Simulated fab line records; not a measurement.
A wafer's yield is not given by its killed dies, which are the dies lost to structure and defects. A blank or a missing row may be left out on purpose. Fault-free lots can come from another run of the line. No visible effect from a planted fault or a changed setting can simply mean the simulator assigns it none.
The tool behind it: which one? | flow berkeley cmos170 | Sampling: 14 lots, 42 wafers, 6 of 331 route steps

WHAT THE GAUGES READ, wafer by wafer
UCB170_ACTIVE_THK_MEAS_06.
lot  | measured    | on            | ACTIVE_NITRIDE_THK (nm)
L953 | day 5 01:32 | film metro-04 | 222.2 221.2 220.3
L954 | day 5 07:01 | film metro-03 | 218.7 218.2 219.1
L955 | day 5 17:08 | film metro-02 | 219.5 219.1 219.9
L956 | day 5 17:08 | film metro-04 | 220.0 221.1 220.3
L957 | day 5 17:09 | film metro-03 | 217.7 219.2 218.0
L958 | day 6 01:08 | film metro-02 | 215.9 214.9 216.9
L959 | day 6 01:06 | film metro-02 | 217.3 218.9 219.9
L961 | day 6 01:05 | film metro-04 | 219.6 219.8 218.3
L963 | day 7 12:52 | film metro-03 | 440.6 440.5 440.2
L964 | day 7 09:37 | film metro-04 | 218.7 218.4 218.1
L967 | day 7 17:26 | film metro-03 | 216.4 219.6 218.1
L973 | day 8 19:19 | film metro-03 | 434.6 434.6 434.2
L975 | day 9 15:08 | film metro-02 | 214.6 213.0 214.6
L976 | day 9 22:23 | film metro-03 | 219.9 219.1 218.2

UCB170_PVT_TW_MEAS_09.
lot  | measured     | on            | PVT_TW
L953 | day 7 00:53  | film metro-02 | 507 507 505
L954 | day 7 07:44  | film metro-04 | 513 515 512
L955 | day 7 15:19  | film metro-02 | 506 507 509
L956 | day 7 15:35  | film metro-04 | 512 511 512
L957 | day 7 15:42  | film metro-01 | 498 500 503
L958 | day 7 22:53  | film metro-04 | 513 512 513
L959 | day 7 22:07  | film metro-02 | 507 505 508
L961 | day 7 22:02  | film metro-04 | 511 511 513
L964 | day 8 22:35  | film metro-01 | 501 499 500
L967 | day 9 09:22  | film metro-04 | 509 509 505
L975 | day 11 08:09 | film metro-01 | 498 498 497
L976 | day 11 20:23 | film metro-01 | 496 496 497

UCB170_GATE_OVL_MEAS_13.
lot  | measured     | on         | GATE_OVL (nm)
L953 | day 7 15:37  | overlay-02 | 2 1 -3
L954 | day 7 20:19  | overlay-01 | -5 -1 2
L955 | day 8 01:58  | overlay-02 | 1 -3 3
L956 | day 8 02:20  | overlay-02 | 7 -3 4
L957 | day 8 02:05  | overlay-01 | 1 -1 7
L958 | day 8 12:35  | overlay-02 | -2 -2 -3
L959 | day 8 12:33  | overlay-01 | -1 -1 -2
L961 | day 8 12:16  | overlay-01 | 9 7 3
L964 | day 9 13:19  | overlay-02 | -1 -1 -4
L967 | day 10 02:44 | overlay-02 | -14 -9 -9
L975 | day 12 00:11 | overlay-01 | 2 -1 -3
L976 | day 12 11:24 | overlay-01 | 0 4 5

EACH LOT AND THE TOOL THAT RAN IT (in order: tool; ch and the chambers of the sampled wafers; start)
lot  | UCB170_ACTIVE_CVD_05       | UCB170_ACTIVE_ETCH_15             | UCB170_PFIELD_STRIP_08
L953 | lpcvd-01 ch 1, day 4 23:36 | rie diel-01 ch 1,2, day 5 03:01   | plasma asher-02 ch 0,1, day 5 05:01
L954 | lpcvd-02 ch 1, day 5 05:01 | rie diel-02 ch 1,2,3, day 5 08:32 | plasma asher-02 ch 0,1, day 5 10:15
L955 | lpcvd-01 ch 0, day 5 15:13 | rie diel-01 ch 1,2,3, day 5 18:28 | plasma asher-04 ch 0,1, day 5 20:19
L956 | lpcvd-01 ch 0, day 5 15:13 | rie diel-03 ch 0,1,3, day 5 18:35 | plasma asher-04 ch 0,1, day 5 20:36
L957 | lpcvd-01 ch 1, day 5 15:13 | rie diel-02 ch 0,3, day 5 18:56   | plasma asher-02 ch 0,1, day 5 20:50
L958 | lpcvd-01 ch 1, day 5 23:10 | rie diel-03 ch 0,3, day 6 03:15   | plasma asher-04 ch 0,1, day 6 05:15
L959 | lpcvd-01 ch 1, day 5 23:10 | rie diel-01 ch 2,3, day 6 02:52   | plasma asher-04 ch 0,1, day 6 05:00
L961 | lpcvd-01 ch 0, day 5 23:10 | rie diel-02 ch 1,2,3, day 6 03:02 | plasma asher-02 ch 0,1, day 6 05:11
L963 | lpcvd-02 ch 0, day 7 07:41 | rie diel-01 ch 0,1,3, day 7 14:14 | -
L964 | lpcvd-02 ch 1, day 7 07:41 | rie diel-01 ch 1,2,3, day 7 11:28 | plasma asher-04 ch 0,1, day 7 14:02
L967 | lpcvd-01 ch 1, day 7 15:31 | rie diel-03 ch 0,1,3, day 7 18:37 | plasma asher-02 ch 0,1, day 7 21:20
L973 | lpcvd-02 ch 0, day 8 15:14 | rie diel-03 ch 2,3, day 8 21:05   | -
L975 | lpcvd-01 ch 1, day 9 13:13 | rie diel-02 ch 1,2,3, day 9 16:50 | plasma asher-03 ch 0,1, day 9 18:48
L976 | lpcvd-01 ch 1, day 9 20:28 | rie diel-03 ch 0,2, day 10 00:19  | plasma asher-03 ch 0,1, day 10 03:13
- UCB170_ACTIVE_CVD_05: deposits Si3N4 from SiH2Cl2/NH3, target thk 220 nm, time 3300 s.
- UCB170_ACTIVE_ETCH_15: etches Si3N4 in CH3F/Ar/O2, stops on SiO2, target depth 242 nm, time 151 s.
- UCB170_PFIELD_STRIP_08: strips in O2.

WHAT THE TOOLS THEMSELVES READ (means of the sampled wafers that have a number; where no wafer has one, the mark that the record gives instead)
UCB170_ACTIVE_CVD_05.
lot  | tool     | nh3 flow sccm (sccm)
L953 | lpcvd-01 | 75.18
L954 | lpcvd-02 | 75.00
L955 | lpcvd-01 | 75.05
L956 | lpcvd-01 | 75.14
L957 | lpcvd-01 | 75.08
L958 | lpcvd-01 | 74.63
L959 | lpcvd-01 | 75.08
L961 | lpcvd-01 | 75.08
L963 | lpcvd-02 | 75.10
L964 | lpcvd-02 | 75.10
L967 | lpcvd-01 | 75.15
L973 | lpcvd-02 | 75.08
L975 | lpcvd-01 | 75.16
L976 | lpcvd-01 | 74.92

UCB170_ACTIVE_ETCH_15.
lot  | tool        | CH3F_flow_sccm (sccm) | drypump motor current A (A) | oes product au (a.u.) | rf fwd power W (W) | throttle valve pct (%)
L953 | rie diel-01 | 20.08                 | 5.6                         | 0.945                 | 449.0              | 8.15
L954 | rie diel-02 | 19.99                 | 5.3                         | 0.933                 | 448.7              | 8.15
L955 | rie diel-01 | 19.99                 | 6.0                         | 0.942                 | 448.2              | 8.14
L956 | rie diel-03 | 19.95                 | 5.4                         | 0.925                 | 447.0              | 8.00
L957 | rie diel-02 | 20.04                 | 4.9                         | 0.934                 | 448.7              | 8.09
L958 | rie diel-03 | 19.96                 | 5.7                         | 0.915                 | 446.7              | 7.95
L959 | rie diel-01 | 19.96                 | 6.2                         | 0.934                 | 448.8              | 8.18
L961 | rie diel-02 | 19.97                 | 5.3                         | 0.933                 | 446.2              | 8.14
L963 | rie diel-01 | 19.98                 | 5.8                         | 1.008                 | 448.6              | 8.08
L964 | rie diel-01 | 19.96                 | 6.0                         | 0.934                 | 447.1              | 8.15
L967 | rie diel-03 | 20.02                 | 5.4                         | 0.921                 | 447.9              | 8.00
L973 | rie diel-03 | 20.05                 | 5.8                         | 1.004                 | 448.1              | 7.92
L975 | rie diel-02 | 19.96                 | 5.3                         | 0.912                 | 448.0              | 8.14
L976 | rie diel-03 | 20.03                 | 5.5                         | 0.937                 | 448.4              | 7.90

UCB170_PFIELD_STRIP_08.
lot  | tool            | drypump motor current A (A) | oes product au (a.u.) | strip time to endpoint s (s)
L953 | plasma asher-02 | 5.6                         | 0.729                 | 21.62
L954 | plasma asher-02 | 5.6                         | 0.736                 | 21.59
L955 | plasma asher-04 | 5.2                         | 0.733                 | 21.66
L956 | plasma asher-04 | 5.2                         | 0.735                 | 21.60
L957 | plasma asher-02 | 5.6                         | 0.732                 | 21.68
L958 | plasma asher-04 | 5.2                         | 0.732                 | 21.59
L959 | plasma asher-04 | 5.1                         | 0.736                 | 21.68
L961 | plasma asher-02 | 5.5                         | 0.730                 | 21.58
L964 | plasma asher-04 | 5.1                         | 0.734                 | 21.59
L967 | plasma asher-02 | 5.6                         | 0.741                 | 21.72
L975 | plasma asher-03 | 6.0                         | 0.732                 | 21.69
L976 | plasma asher-03 | 5.9                         | 0.738                 | 21.68

THE ANSWER, worked out from the rows above alone
Rule: what is usual is taken from the lots themselves. Put in order of their means at a reading, lots are off if they are a third of the lots or fewer, leave a main group of 4 or more, and stand apart from it by a gap of 3 or more times the standard deviation of the main group's means; of several such gaps the widest counts. If all means in a main group match to the digits the tables above print for the reading, that group is not used. A lot without any number at a reading at which 4 lots or more have one is off too. Any other lot the step has rows for is counted as sound. The gauges are gone through in route order, then the tools' own readings, and for those a lot's mean is taken as printed above. At the first step where some lot is off, the reading lying furthest off is the one used; lots without a number count as furthest.
Off: L963, L973, at UCB170_ACTIVE_THK_MEAS_06 (ACTIVE_NITRIDE_THK). For the main group the mean is 218.5 nm and the standard deviation 1.8.
If a tool, at a process step before that reading, ran all the lots that are off and no sound lot after the first of them, it fits. The gauges at UCB170_ACTIVE_THK_MEAS_06 aren't tried: what is off there is off at UCB170_ACTIVE_ETCH_15 too, on other tools, and a gauge's error can't cause that. One fits: lpcvd-02 at UCB170_ACTIVE_CVD_05. A fault onset in the window from L964 (day 7 07:41, its last sound lot) to L963 (day 7 07:41, its first lot off) fits.

WHAT THE SIMULATOR HAD PUT IN
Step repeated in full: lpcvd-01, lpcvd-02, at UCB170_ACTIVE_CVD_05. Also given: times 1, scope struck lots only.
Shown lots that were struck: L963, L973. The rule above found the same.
